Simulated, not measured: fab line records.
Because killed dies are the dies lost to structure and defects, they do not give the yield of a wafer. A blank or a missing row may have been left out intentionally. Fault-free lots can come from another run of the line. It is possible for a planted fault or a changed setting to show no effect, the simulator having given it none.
fab line records + flow rit-cmos
record:
- lots: 13
- wafers: 39
- last-day: 7
route steps=202 shown SPACER@126 PSD@151 SILICIDE@164 M1@198
lots that met no fault: from a run of the same line without faults
start-h: the number of hours between the record's first day and the start of the first shown wafer of the lot + wait-h: how many hours have passed since the lot's step before this one + " identical to the entry in the row above + L1.1+2: a single row standing in for several wafers + - no value, or no start was given + * or withheld: withheld + < > ~ a bound
route shown NAME@n: NAME is a module with steps in the file, n the number in the route of the first one + usual: mean/standard deviation of fault-free wafers + same: alike in all rows + chamber/n: place in a boat + sites: per-site readings + _std_site: standard deviation across them + _edge_site: the outer-site mean with the inner-site mean subtracted + radius-mm: for every site, how far away it sits from the centre of the wafer + mask NAME#n: copy n + behind: the tool/chamber that last shaped the wafer + hold: the reason the lot was held/the length of the hold in hours/how it ended + device: which transistor (n, p or np) failed to switch + end of line: tests of these same wafers at the route's end + where a step has no rows: the recipe by itself + killed: at the first sort, the dies lost to defects and structure; wafer yield is something else + map: shows each die of a wafer: x if killed, . if not, _ if none is there
set.NAME: the setting the step ran with; set.NAME@STEP: the setting that earlier step ran with + model.NAME: the simulator's own value behind a step, which no gauge read
steps of the route over a sample of lots; a table a step, a row a wafer
services: from which hour (start-h, from the record's first day; less than 0 if before it) a tool's chamber was out of use, for how many hours, and why
== steps ==
step: RIT_SPACER_CLEAN_01
recipe:
- chemistry: dHF
- dilution: 50:1
- time-s: 30
| lot.wafer  | tool         | chamber | start-h | wait-h |
|------------|--------------|---------|---------|--------|
| L752.1+2+5 | wet-bench-02 | 2       | 58.63   | 0.0    |
| L753.2+4+6 | wet-bench-01 | 2       | 63.35   | 0.0    |
| L754.1+2+6 | wet-bench-02 | 3       | 67.61   | 0.0    |
| L755.1+5+6 | wet-bench-01 | 2       | 74.88   | 0.0    |
| L757.2+3+5 | wet-bench-01 | 1       | 79.23   | 0.0    |
| L765.3+4+6 | wet-bench-04 | 3       | 122.48  | 0.0    |
| L766.1+2+5 | wet-bench-04 | 3       | 125.79  | 0.0    |
| L768.1+4+5 | wet-bench-04 | 1       | 137.60  | 0.0    |
| L769.3+4+5 | wet-bench-02 | 2       | 141.06  | 0.0    |
| L770.1+2+3 | wet-bench-01 | 3       | 148.03  | 0.0    |
| L771.1+2+5 | wet-bench-01 | 0       | 152.81  | 0.0    |
| L772.2+4+6 | wet-bench-01 | 2       | 156.27  | 0.0    |
| L773.2+4+6 | wet-bench-04 | 2       | 162.66  | 0.0    |
step: RIT_PSD_STRIP_09
recipe:
- chemistry: O2
- time-s: 180
- resist: NOVOLAK
- platen-temp-c: withheld
- power-w: 500
- pressure-mtorr: 4000
- o2-flow-sccm: 4000
usual:
- drypump-motor-current-A: 5.95/0.3
| lot.wafer | tool            | chamber | start-h | wait-h | drypump-motor-current-A | rf-hours-counter-h |
|-----------|-----------------|---------|---------|--------|-------------------------|--------------------|
| L752.1    | plasma-asher-04 | 0       | 63.90   | 0.1    | 6.04                    | 44                 |
| L752.2    | "               | 1       | "       | "      | 5.35                    | 44                 |
| L752.5    | "               | 0       | "       | "      | 6.04                    | -                  |
| L753.2    | plasma-asher-02 | 0       | 68.40   | 0.1    | 6.05                    | 43                 |
| L753.4    | "               | 0       | "       | "      | 6.07                    | -                  |
| L753.6    | "               | 0       | "       | "      | 6.06                    | -                  |
| L754.1    | plasma-asher-02 | 1       | 72.93   | 0.1    | 6.15                    | 43                 |
| L754.2    | "               | 0       | "       | "      | 6.02                    | 43                 |
| L754.6    | "               | 0       | "       | "      | 6.05                    | -                  |
| L755.1    | plasma-asher-04 | 1       | 79.96   | 0.1    | 5.32                    | 46                 |
| L755.5    | "               | 1       | "       | "      | 5.33                    | -                  |
| L755.6    | "               | 0       | "       | "      | 6.01                    | -                  |
| L757.2    | plasma-asher-02 | 0       | 85.30   | 0.1    | 6.06                    | 45                 |
| L757.3    | "               | 1       | "       | "      | 6.14                    | -                  |
| L757.5    | "               | 1       | "       | "      | 6.14                    | -                  |
| L765.3    | plasma-asher-03 | 0       | 127.66  | 0.1    | 5.81                    | -                  |
| L765.4    | "               | 1       | "       | "      | 6.32                    | -                  |
| L765.6    | "               | 1       | "       | "      | 6.32                    | -                  |
| L766.1    | plasma-asher-03 | 0       | 131.08  | 0.1    | 5.86                    | 33                 |
| L766.2    | "               | 1       | "       | "      | 6.31                    | 33                 |
| L766.5    | "               | 1       | "       | "      | 6.34                    | -                  |
| L768.1    | plasma-asher-04 | 1       | 142.54  | 0.1    | 5.32                    | 3                  |
| L768.4    | "               | 0       | "       | "      | 6.05                    | -                  |
| L768.5    | "               | 0       | "       | "      | 6.01                    | -                  |
| L769.3    | plasma-asher-03 | 1       | 146.51  | 0.1    | 6.31                    | -                  |
| L769.4    | "               | 0       | "       | "      | 5.87                    | -                  |
| L769.5    | "               | 0       | "       | "      | 5.89                    | -                  |
| L770.1    | plasma-asher-04 | 1       | 153.39  | 0.1    | 5.32                    | 4                  |
| L770.2    | "               | 0       | "       | "      | 6.03                    | 4                  |
| L770.3    | "               | 1       | "       | "      | 5.33                    | -                  |
| L771.1    | plasma-asher-04 | 1       | 157.87  | 0.1    | 5.33                    | 4                  |
| L771.2    | "               | 0       | "       | "      | 6.03                    | 4                  |
| L771.5    | "               | 1       | "       | "      | 5.33                    | -                  |
| L772.2    | plasma-asher-02 | 1       | 161.21  | 0.1    | 6.14                    | 54                 |
| L772.4    | "               | 0       | "       | "      | 6.04                    | -                  |
| L772.6    | "               | 1       | "       | "      | 6.15                    | -                  |
| L773.2    | plasma-asher-02 | 0       | 169.22  | 0.1    | 6.07                    | 54                 |
| L773.4    | "               | 0       | "       | "      | 6.07                    | -                  |
| L773.6    | "               | 1       | "       | "      | 6.13                    | -                  |
step: RIT_SILICIDE_THK_MEAS_03
recipe:
- thk-meas-gauge: xrf
- reads: Ti_of_SILICIDE_SPUTTER_01
usual:
- SILICIDE_TI_THK: 30.6/0.32
| lot.wafer | tool          | chamber | start-h | wait-h | SILICIDE_TI_THK[nm] |
|-----------|---------------|---------|---------|--------|---------------------|
| L752.1    | film-metro-02 | -       | 65.32   | 0.1    | 30.8                |
| L752.2    | "             | -       | "       | "      | 30.9                |
| L752.5    | "             | -       | "       | "      | 30.9                |
| L753.2    | film-metro-01 | -       | 69.85   | 0.1    | 29.9                |
| L753.4    | "             | -       | "       | "      | 30.2                |
| L753.6    | "             | -       | "       | "      | 29.7                |
| L754.1    | film-metro-04 | -       | 74.42   | 0.1    | 30.4                |
| L754.2    | "             | -       | "       | "      | 30.5                |
| L754.6    | "             | -       | "       | "      | 30.6                |
| L755.1    | film-metro-01 | -       | 81.47   | 0.1    | 30.3                |
| L755.5    | "             | -       | "       | "      | 30.2                |
| L755.6    | "             | -       | "       | "      | 30.4                |
| L757.2    | film-metro-01 | -       | 86.73   | 0.1    | 30.3                |
| L757.3    | "             | -       | "       | "      | 30.3                |
| L757.5    | "             | -       | "       | "      | 30.2                |
| L765.3    | film-metro-01 | -       | 129.05  | 0.1    | 30.9                |
| L765.4    | "             | -       | "       | "      | 31.0                |
| L765.6    | "             | -       | "       | "      | 30.9                |
| L766.1    | film-metro-04 | -       | 132.51  | 0.1    | 30.6                |
| L766.2    | "             | -       | "       | "      | 30.5                |
| L766.5    | "             | -       | "       | "      | 30.5                |
| L768.1    | film-metro-02 | -       | 143.98  | 0.1    | 30.6                |
| L768.4    | "             | -       | "       | "      | 30.9                |
| L768.5    | "             | -       | "       | "      | 30.8                |
| L769.3    | film-metro-02 | -       | 147.93  | 0.1    | 30.8                |
| L769.4    | "             | -       | "       | "      | 30.8                |
| L769.5    | "             | -       | "       | "      | 30.6                |
| L770.1    | film-metro-02 | -       | 155.00  | 0.1    | 30.9                |
| L770.2    | "             | -       | "       | "      | 30.9                |
| L770.3    | "             | -       | "       | "      | 31.1                |
| L771.1    | film-metro-01 | -       | 159.50  | 0.1    | 30.4                |
| L771.2    | "             | -       | "       | "      | 30.4                |
| L771.5    | "             | -       | "       | "      | 30.7                |
| L772.2    | film-metro-01 | -       | 162.87  | 0.1    | 30.3                |
| L772.4    | "             | -       | "       | "      | 30.4                |
| L772.6    | "             | -       | "       | "      | 29.7                |
| L773.2    | film-metro-02 | -       | 170.67  | 0.1    | 30.8                |
| L773.4    | "             | -       | "       | "      | 31.0                |
| L773.6    | "             | -       | "       | "      | 30.9                |
step: RIT_M1_STRIP_14
recipe:
- chemistry: O2
- time-s: 180
- platen-temp-c: withheld
- power-w: 500
- pressure-mtorr: 4000
- o2-flow-sccm: 4000
usual:
- drypump-motor-current-A: 5.8/0.39
| lot.wafer | tool            | chamber | start-h | wait-h | drypump-motor-current-A | rf-hours-counter-h |
|-----------|-----------------|---------|---------|--------|-------------------------|--------------------|
| L752.1    | plasma-asher-02 | 1       | 70.28   | 0.0    | 6.1                     | 43                 |
| L752.2    | "               | 0       | "       | "      | 6.0                     | 43                 |
| L752.5    | "               | 1       | "       | "      | 6.1                     | -                  |
| L753.2    | plasma-asher-01 | 1       | 74.43   | 0.0    | 5.1                     | 43                 |
| L753.4    | "               | 1       | "       | "      | 5.1                     | -                  |
| L753.6    | "               | 1       | "       | "      | 5.1                     | -                  |
| L754.1    | plasma-asher-02 | 1       | 79.16   | 0.0    | 6.2                     | 44                 |
| L754.2    | "               | 0       | "       | "      | 6.1                     | 44                 |
| L754.6    | "               | 0       | "       | "      | 6.1                     | -                  |
| L755.1    | plasma-asher-01 | 0       | 86.31   | 0.0    | 5.6                     | 44                 |
| L755.5    | "               | 1       | "       | "      | 5.1                     | -                  |
| L755.6    | "               | 0       | "       | "      | 5.7                     | -                  |
| L757.2    | plasma-asher-01 | 0       | 91.40   | 0.0    | 5.7                     | 45                 |
| L757.3    | "               | 1       | "       | "      | 5.1                     | -                  |
| L757.5    | "               | 0       | "       | "      | 5.7                     | -                  |
| L765.3    | plasma-asher-01 | 1       | 133.90  | 0.1    | 5.1                     | -                  |
| L765.4    | "               | 0       | "       | "      | 5.7                     | -                  |
| L765.6    | "               | 1       | "       | "      | 5.0                     | -                  |
| L766.1    | plasma-asher-02 | 0       | 137.34  | 0.0    | 6.1                     | 51                 |
| L766.2    | "               | 1       | "       | "      | 6.1                     | 51                 |
| L766.5    | "               | 1       | "       | "      | 6.1                     | -                  |
| L768.1    | plasma-asher-01 | 0       | 148.77  | 0.0    | 5.7                     | 51                 |
| L768.4    | "               | 0       | "       | "      | 5.7                     | -                  |
| L768.5    | "               | 0       | "       | "      | 5.7                     | -                  |
| L769.3    | plasma-asher-02 | 0       | 152.78  | 0.1    | 6.1                     | -                  |
| L769.4    | "               | 1       | "       | "      | 6.1                     | -                  |
| L769.5    | "               | 1       | "       | "      | 6.1                     | -                  |
| L770.1    | plasma-asher-04 | 1       | 159.93  | 0.0    | 5.3                     | 5                  |
| L770.2    | "               | 0       | "       | "      | 6.0                     | 5                  |
| L770.3    | "               | 1       | "       | "      | 5.3                     | -                  |
| L771.1    | plasma-asher-02 | 0       | 164.11  | 0.0    | 6.1                     | 54                 |
| L771.2    | "               | 1       | "       | "      | 6.1                     | 54                 |
| L771.5    | "               | 0       | "       | "      | 6.0                     | -                  |
| L772.2    | plasma-asher-04 | 1       | 167.59  | 0.0    | 5.3                     | 5                  |
| L772.4    | "               | 0       | "       | "      | 6.0                     | -                  |
| L772.6    | "               | 1       | "       | "      | 5.3                     | -                  |
| L773.2    | plasma-asher-02 | 1       | 175.25  | 0.0    | 6.1                     | 55                 |
| L773.4    | "               | 0       | "       | "      | 6.0                     | -                  |
| L773.6    | "               | 1       | "       | "      | 6.1                     | -                  |
step: RIT_M1_PROBE_99
usual:
- killed-at-contacts: 0.1/0.27
- killed-at-front-end: 6.7/2.9
- killed-dies: 6.7/2.9
- killed-on-rim: 1.8/1.4
- killed-open: 3.4/1.8
- killed-short: 3.3/2.2
same:
- gross-dies: 264
- killed_at_M0_to_M3: 0
- killed_at_M4_up: 0
- killed-at-back-side: 0
- killed-at-other: 0
| lot.wafer | tool      | chamber | start-h | wait-h | killed-at-contacts | killed-at-front-end | killed-dies | killed-on-rim | killed-open | killed-short |
|-----------|-----------|---------|---------|--------|--------------------|---------------------|-------------|---------------|-------------|--------------|
| L752.1    | prober-02 | -       | 72.20   | 0.1    | 0                  | 4                   | 4           | 1             | 1           | 3            |
| L752.2    | prober-02 | -       | 72.25   | 0.1    | 0                  | 5                   | 5           | 1             | 2           | 1            |
| L752.5    | prober-02 | -       | 72.40   | 0.2    | 0                  | 6                   | 6           | 1             | 6           | 0            |
| L753.2    | prober-01 | -       | 76.40   | 0.1    | 0                  | 7                   | 7           | 0             | 3           | 4            |
| L753.4    | prober-01 | -       | 76.50   | 0.2    | 0                  | 6                   | 6           | 1             | 5           | 1            |
| L753.6    | prober-01 | -       | 76.60   | 0.2    | 0                  | 6                   | 6           | 2             | 3           | 3            |
| L754.1    | prober-02 | -       | 81.07   | 0.1    | 0                  | 6                   | 6           | 2             | 3           | 3            |
| L754.2    | prober-02 | -       | 81.12   | 0.1    | 0                  | 8                   | 8           | 2             | 5           | 3            |
| L754.6    | prober-02 | -       | 81.32   | 0.2    | 0                  | 3                   | 3           | 3             | 1           | 2            |
| L755.1    | prober-01 | -       | 88.22   | 0.1    | 0                  | 10                  | 10          | 3             | 4           | 6            |
| L755.5    | prober-01 | -       | 88.42   | 0.2    | 1                  | 6                   | 7           | 1             | 6           | 1            |
| L755.6    | prober-01 | -       | 88.47   | 0.2    | 0                  | 2                   | 2           | 1             | 2           | 0            |
| L757.2    | prober-01 | -       | 105.51  | 0.1    | 0                  | 33                  | 33          | 8             | 2           | 3            |
| L757.3    | prober-01 | -       | 105.56  | 0.2    | 0                  | 35                  | 35          | 12            | 5           | 3            |
| L757.5    | prober-01 | -       | 105.66  | 0.2    | 0                  | 30                  | 30          | 9             | 3           | 2            |
| L765.3    | prober-02 | -       | 135.85  | 0.2    | 0                  | 5                   | 5           | 2             | 2           | 3            |
| L765.4    | prober-02 | -       | 135.90  | 0.2    | 0                  | 8                   | 8           | 0             | 3           | 5            |
| L765.6    | prober-02 | -       | 136.00  | 0.2    | 0                  | 7                   | 7           | 1             | 5           | 2            |
| L766.1    | prober-01 | -       | 139.26  | 0.1    | 0                  | 8                   | 8           | 2             | 1           | 7            |
| L766.2    | prober-01 | -       | 139.31  | 0.1    | 0                  | 4                   | 4           | 1             | 3           | 1            |
| L766.5    | prober-01 | -       | 139.46  | 0.2    | 0                  | 11                  | 11          | 0             | 5           | 5            |
| L768.1    | prober-01 | -       | 150.69  | 0.1    | 0                  | 9                   | 9           | 3             | 6           | 3            |
| L768.4    | prober-01 | -       | 150.84  | 0.2    | 0                  | 3                   | 3           | 0             | 2           | 1            |
| L768.5    | prober-01 | -       | 150.89  | 0.2    | 0                  | 5                   | 5           | 1             | 4           | 1            |
| L769.3    | prober-02 | -       | 154.74  | 0.2    | 0                  | 6                   | 6           | 0             | 2           | 4            |
| L769.4    | prober-02 | -       | 154.79  | 0.2    | 0                  | 4                   | 4           | 0             | 2           | 2            |
| L769.5    | prober-02 | -       | 154.84  | 0.2    | 0                  | 5                   | 5           | 2             | 3           | 2            |
| L770.1    | prober-01 | -       | 161.84  | 0.1    | 0                  | 7                   | 7           | 3             | 2           | 5            |
| L770.2    | prober-01 | -       | 161.89  | 0.1    | 1                  | 13                  | 14          | 4             | 2           | 12           |
| L770.3    | prober-01 | -       | 161.94  | 0.2    | 0                  | 7                   | 7           | 0             | 2           | 5            |
| L771.1    | prober-02 | -       | 166.02  | 0.1    | 0                  | 10                  | 10          | 1             | 3           | 7            |
| L771.2    | prober-02 | -       | 166.07  | 0.1    | 0                  | 5                   | 5           | 0             | 3           | 2            |
| L771.5    | prober-02 | -       | 166.22  | 0.2    | 0                  | 2                   | 2           | 0             | 1           | 1            |
| L772.2    | prober-01 | -       | 169.56  | 0.1    | 0                  | 6                   | 6           | 2             | 2           | 4            |
| L772.4    | prober-01 | -       | 169.66  | 0.2    | 0                  | 7                   | 7           | 6             | 6           | 1            |
| L772.6    | prober-01 | -       | 169.76  | 0.2    | 0                  | 9                   | 9           | 4             | 5           | 4            |
| L773.2    | prober-02 | -       | 177.22  | 0.1    | 0                  | 4                   | 4           | 1             | 2           | 2            |
| L773.4    | prober-02 | -       | 177.32  | 0.2    | 0                  | 4                   | 4           | 1             | 3           | 1            |
| L773.6    | prober-02 | -       | 177.42  | 0.2    | 0                  | 6                   | 6           | 2             | 4           | 2            |
killed by level:class
L752.1 GATE:geometric-particle:short=2 REOX:geometric-particle:short=1 REOX:geometric-particle:open=1
L752.2 PSD:coat-microbubble-printed=2 FOX1:geometric-particle:open=1 GATE:geometric-particle:open=1 REOX:geometric-particle:short=1
L752.5 FOX1:geometric-particle:open=3 GATE:geometric-particle:open=2 FOX2:geometric-particle:open=1
L753.2 REOX:geometric-particle:short=2 REOX:geometric-particle:open=2 GATE:geometric-particle:short=1 SILICIDE:geometric-particle:short=1 SILICIDE:geometric-particle:open=1
L753.4 SILICIDE:geometric-particle:open=3 FOX2:geometric-particle:open=1 GATE:geometric-particle:open=1 SILICIDE:geometric-particle:short=1
L753.6 REOX:geometric-particle:open=2 REOX:geometric-particle:short=2 SILICIDE:geometric-particle:short=1 SILICIDE:geometric-particle:open=1
L754.1 GATE:geometric-particle:short=3 GATE:geometric-particle:open=3
L754.2 GATE:geometric-particle:open=2 ACTIVE:geometric-particle:open=1 FOX1:geometric-particle:short=1 GATE:geometric-particle:short=1 SPACER:geometric-particle:open=1 SILICIDE:geometric-particle:short=1 SILICIDE:geometric-particle:open=1
L754.6 GATE:geometric-particle:short=2 GATE:geometric-particle:open=1
L755.1 GATE:geometric-particle:short=5 GATE:geometric-particle:open=3 FOX1:geometric-particle:open=1 SILICIDE:geometric-particle:short=1
L755.5 GATE:geometric-particle:open=4 FOX2:geometric-particle:open=1 GATE:geometric-particle:short=1 CONTACT:geometric-particle:open=1
L755.6 FOX1:geometric-particle:open=1 REOX:geometric-particle:open=1
L757.2 SPACER:unspecified=28 GATE:geometric-particle:open=2 SPACER:geometric-particle:short=2 GATE:geometric-particle:short=1
L757.3 SPACER:unspecified=27 GATE:geometric-particle:open=3 GATE:geometric-particle:short=2 FOX2:geometric-particle:open=1 REOX:geometric-particle:short=1 SILICIDE:geometric-particle:open=1
L757.5 SPACER:unspecified=25 FOX1:geometric-particle:open=1 GATE:geometric-particle:open=1 GATE:geometric-particle:short=1 REOX:geometric-particle:short=1 REOX:geometric-particle:open=1
L765.3 FOX1:geometric-particle:short=1 FOX1:geometric-particle:open=1 FOX2:geometric-particle:short=1 SILICIDE:geometric-particle:open=1 SILICIDE:geometric-particle:short=1
L765.4 GATE:geometric-particle:short=3 SILICIDE:geometric-particle:open=2 FOX1:geometric-particle:short=1 FOX1:geometric-particle:open=1 SILICIDE:geometric-particle:short=1
L765.6 SILICIDE:geometric-particle:open=2 FOX1:geometric-particle:open=1 FOX1:geometric-particle:short=1 GATE:geometric-particle:open=1 SPACER:geometric-particle:open=1 SILICIDE:geometric-particle:short=1
L766.1 GATE:geometric-particle:short=5 REOX:geometric-particle:short=1 SILICIDE:geometric-particle:short=1 SILICIDE:geometric-particle:open=1
L766.2 GATE:geometric-particle:open=2 FOX1:geometric-particle:short=1 FOX2:geometric-particle:open=1
L766.5 GATE:geometric-particle:short=2 REOX:geometric-particle:open=2 SILICIDE:geometric-particle:open=2 FOX2:geometric-particle:short=1 FOX2:geometric-particle:open=1 SPACER:geometric-particle:short=1 SILICIDE:geometric-particle:short=1 PWELL:coat-microbubble-printed=1
L768.1 REOX:geometric-particle:open=3 FOX1:geometric-particle:open=2 REOX:geometric-particle:short=2 GATE:geometric-particle:open=1 SPACER:geometric-particle:short=1
L768.4 FOX1:geometric-particle:open=1 FOX1:geometric-particle:short=1 REOX:geometric-particle:open=1
L768.5 REOX:geometric-particle:open=2 SILICIDE:geometric-particle:open=2 SPACER:geometric-particle:short=1
L769.3 GATE:geometric-particle:short=3 FOX2:geometric-particle:short=1 GATE:geometric-particle:open=1 SILICIDE:geometric-particle:open=1
L769.4 GATE:geometric-particle:short=1 SPACER:geometric-particle:open=1 SPACER:geometric-particle:short=1 SILICIDE:geometric-particle:open=1
L769.5 GATE:geometric-particle:open=2 GATE:geometric-particle:short=1 SPACER:geometric-particle:open=1 SILICIDE:geometric-particle:short=1
L770.1 SPACER:geometric-particle:short=3 GATE:geometric-particle:open=2 GATE:geometric-particle:short=1 REOX:geometric-particle:short=1
L770.2 GATE:geometric-particle:short=4 FOX1:geometric-particle:short=2 REOX:geometric-particle:short=2 SPACER:geometric-particle:short=2 FOX2:geometric-particle:short=1 SPACER:geometric-particle:open=1 SILICIDE:geometric-particle:open=1 CONTACT:geometric-particle:short=1
L770.3 SPACER:geometric-particle:open=2 SPACER:geometric-particle:short=2 FOX1:geometric-particle:short=1 GATE:geometric-particle:short=1 REOX:geometric-particle:short=1
L771.1 FOX2:geometric-particle:short=2 REOX:geometric-particle:open=2 SILICIDE:geometric-particle:short=2 FOX2:geometric-particle:open=1 GATE:geometric-particle:short=1 REOX:geometric-particle:short=1 SPACER:geometric-particle:short=1
L771.2 FOX1:geometric-particle:short=2 GATE:geometric-particle:open=2 SPACER:geometric-particle:open=1
L771.5 REOX:geometric-particle:short=1 SPACER:geometric-particle:open=1
L772.2 GATE:geometric-particle:open=2 SPACER:geometric-particle:short=2 GATE:geometric-particle:short=1 REOX:geometric-particle:short=1
L772.4 GATE:geometric-particle:open=3 FOX1:geometric-particle:short=1 FOX1:geometric-particle:open=1 FOX2:geometric-particle:open=1 SILICIDE:geometric-particle:open=1
L772.6 FOX1:geometric-particle:short=2 GATE:geometric-particle:open=2 SPACER:geometric-particle:open=2 FOX1:geometric-particle:open=1 GATE:geometric-particle:short=1 SPACER:geometric-particle:short=1
L773.2 FOX1:geometric-particle:short=1 FOX1:geometric-particle:open=1 SPACER:geometric-particle:open=1 SILICIDE:geometric-particle:short=1
L773.4 FOX1:geometric-particle:short=1 FOX1:geometric-particle:open=1 GATE:geometric-particle:open=1 SILICIDE:geometric-particle:open=1
L773.6 SILICIDE:geometric-particle:open=2 FOX2:geometric-particle:short=1 GATE:geometric-particle:open=1 REOX:geometric-particle:open=1 REOX:geometric-particle:short=1
== services ==
| tool            | chamber | start-h | hours | kind       |
|-----------------|---------|---------|-------|------------|
| plasma-asher-03 | -       | 63.47   | 2.8   | pm         |
| plasma-asher-04 | -       | 108.75  | 9.0   | pm         |
| plasma-asher-04 | 0       | 108.75  | 9.0   | vent-cycle |
| plasma-asher-04 | 1       | 108.75  | 9.0   | vent-cycle |
| plasma-asher-04 | 0       | 117.75  | -     | clean      |
| plasma-asher-04 | 1       | 117.75  | -     | clean      |
| plasma-asher-03 | -       | 139.37  | 6.4   | repair     |
| plasma-asher-01 | -       | 145.12  | 2.8   | pm         |
== key ==
first-sign:
- step: RIT_M1_PROBE_99
- reading: killed-at-front-end
- direction: up
- sigmas: 9.1
- usual: 6.7
- struck: 32.7
effect:
- step: RIT_M1_PROBE_99
- reading: killed-dies
- direction: up
- sigmas: 9
- usual: 6.7
- struck: 32.7
met-at RIT_SPACER_CLEAN_01
struck-lots L757
struck-wafers L757.2,L757.3,L757.5
tester-left-out L757
not-acting-at RIT_PSD_STRIP_09,RIT_SILICIDE_THK_MEAS_03,RIT_M1_STRIP_14
fault:
- kind: chamber-particle-source
- tool: wet-bench-01
- chamber: 1
- onset-h: 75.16
- steps: RIT_SPACER_CLEAN_01
- rate-per-visit-cm2: 1.1929
- end-h: 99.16
tester-left-out: of these lots the tester's yield and bins aren't shown, on N5 and GAA mostly nor the transistor test; their killed dies are dies lost to structure and defects alone, not to doping, threshold or leakage, so they don't give the yield
